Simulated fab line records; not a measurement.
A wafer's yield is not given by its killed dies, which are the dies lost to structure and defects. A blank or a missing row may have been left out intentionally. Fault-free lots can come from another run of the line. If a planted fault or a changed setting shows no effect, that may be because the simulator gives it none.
Problem report, 8D (eight disciplines) form, completed by code / flow berkeley-cmos170 / the parts of the form that need people (team, actions taken, sign-off) are left out

== 1. THE PROBLEM ==
GATE_OXIDE_THK at UCB170_GATE_THK_MEAS_02 reads a mean of 8.57 nm on 6 wafers of 2 lots; wafers without a fault read 6.56 nm with a standard deviation of 0.15. That puts it +13 standard deviations away from the usual mean.
First seen on wafer L104.1, day 11 01:56, on film-metro-04. The record holds 39 wafers of 13 lots with a number at this step. By rule, "out" or "out of limits" means more than 4 standard deviations away from the usual mean. All remaining wafers that have a number are taken as sound.

== 2. WHAT IT IS, WHAT IT ISN'T ==
question=which readings at this step; is=GATE_OXIDE_THK; is not=-
question=which lots; is=L104, L106; is not=L987, L988, L989, L990, L991, L992, L993, L994, L995, L996, L997
question=which wafers of those lots; is=all that have a number; is not=-
question=read on which gauges; is=film-metro-04; is not=film-metro-01, film-metro-03
question=when; is=from day 11 01:56; is not=up to then (33 sound wafers)

== 3. THE SUSPECTS, EACH WITH WHAT RULES IT OUT ==
Counting: a tool at a process step up to the reading stays a suspect if it ran every lot that is out and no sound lot after the first of them.
- the gauge at UCB170_GATE_THK_MEAS_02: kept. All the wafers that are out were read on film-metro-04, and no step on other tools shows them out.
- plasma-asher-03 at UCB170_ZERO_STRIP_07 (strips in O2): kept. Every lot that is out went through it, starting with L104 (day 5 12:22), and after that it ran no sound lot; the last sound lot it ran before then is L994 (day 3 08:56).
What counting leaves: plasma-asher-03 at UCB170_ZERO_STRIP_07 and film-metro-04 at UCB170_GATE_THK_MEAS_02.

== 4. THE CAUSE (what the simulator had put in) ==
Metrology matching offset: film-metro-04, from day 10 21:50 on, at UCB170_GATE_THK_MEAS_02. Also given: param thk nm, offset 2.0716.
2 suspects survive the count, and this tool is in that group.

== 5. THE CHAIN OF EFFECTS, in route order ==
One row per reading whose mean, taken over the struck wafers that have a number, lies over 3 standard deviations from the usual. Only readings for which the record gives a usual standard deviation are gone through. hours: the time from each lot's start at the first step in this table that gives one to its start at this step, as a median over the lots. sigmas: the change in usual standard deviations.
hours=0; step=UCB170_GATE_THK_MEAS_02; reading=GATE_OXIDE_THK; usual=6.56 nm; on struck wafers=8.57; change=+2.01; sigmas=+13
Later measuring or inspecting steps at which every struck wafer that the step has a row for has a number for every such reading, and none has moved that far: UCB170_V2_BOW_MEAS_03.

== 6. WHAT WOULD HAVE CAUGHT IT SOONER ==
The first out-of-limits reading at a measuring or inspecting step in this record came at day 11 01:56, 4 hours after the fault's start at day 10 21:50.
